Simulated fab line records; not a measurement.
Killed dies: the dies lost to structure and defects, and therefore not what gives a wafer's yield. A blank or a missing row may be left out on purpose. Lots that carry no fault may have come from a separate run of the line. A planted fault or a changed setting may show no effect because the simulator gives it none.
2 desks looking at one fault ; flow berkeleyCmos170 ; what lay behind the numbers comes last; until then each desk has only its own

FROM THE METROLOGY DESK
What the gauges read, lot by lot, whatever tool the lot ran on: means of the sampled wafers that have a number. If a lot's mean is further than 4 standard deviations from the usual mean, the lot is out of limits and carries the mark OUT (the distance appears in the brackets).
Columns: A = NWELL_NITRIDE_THK at UCB170_NWELL_THK_MEAS_05, usual 224.7 nm; B = SACOX_OXIDE_THK at UCB170_SACOX_THK_MEAS_02, usual 14.38 nm; C = cdNm at UCB170_CONTACT_CD_MEAS_15, usual 700.2 nm
lot;first seen here;A;B;C
L206;day 2 12:36;223.6;14.48;698.3
L207;day 3 07:01;225.1;14.62;702.5
L208;day 3 07:01;224.5;14.59;701.6
L217;day 4 13:16;225.5;14.45;699.9
L218;day 5 01:46;224.3;14.00;697.0
L220;day 5 12:55;220.0;14.55;698.9
L221;day 5 12:58;225.3;14.49;703.3
L222;day 5 21:58;223.4;14.52;698.9
L226;day 6 08:41;224.0;14.12;703.0
L224;day 6 08:42;219.3;14.46;701.4
L225;day 6 08:43;226.8;14.18;697.6
L228;day 7 00:04;222.4;14.41;697.4
L229;day 7 04:11;224.7;14.36;698.9
This desk found nothing out of limits on any of the 13 lots.

DESK OF THE TOOL OWNER: plasmaAsher-03
The tool's own readings at UCB170_PSD_STRIP_09 (strips in O2): means of the sampled wafers that have a number, for each lot that ran on this tool. If a lot's mean is further than 4 standard deviations from the usual mean, the lot is out of limits and carries the mark OUT (the distance appears in the brackets).
Columns: A = chamberPressureMTorr at UCB170_PSD_STRIP_09, usual 3501 mTorr; B = drypumpMotorCurrentA at UCB170_PSD_STRIP_09, usual 5.7 A; C = oesProductAu at UCB170_PSD_STRIP_09, usual 0.600 a.u.; D = stripTimeToEndpointS at UCB170_PSD_STRIP_09, usual 29.40 s
lot;first seen here;A;B;C;D
L206;day 8 05:53;3502;6.1;0.602;29.34
L208;day 8 13:07;3499;6.1;0.599;29.44
L217;day 9 21:10;3969 (+53) OUT;6.1;0.601;29.36
Finding of this desk: L217 out of limits; the first was L217 at day 9 21:10, on chamberPressureMTorr at UCB170_PSD_STRIP_09. L206, L208 stayed within limits.

BROUGHT TOGETHER
At day 9 21:10, on L217, the tool owner's desk was in a position to raise an alarm.
From the metrology desk's view, nothing was out of limits.
The metrology desk holds a record of L217, inside its limits.
UCB170_PSD_STRIP_09 was run on plasmaAsher-03 by each of the lots named.

WHAT WAS PUT IN BY THE SIMULATOR
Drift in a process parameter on plasmaAsher-03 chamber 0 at UCB170_PSD_STRIP_09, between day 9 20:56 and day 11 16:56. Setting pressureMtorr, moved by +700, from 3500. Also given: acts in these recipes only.
Lots struck among those shown: L217.
Hours from the fault's start to each desk's first reading out of limits: the tool owner's desk, 0.
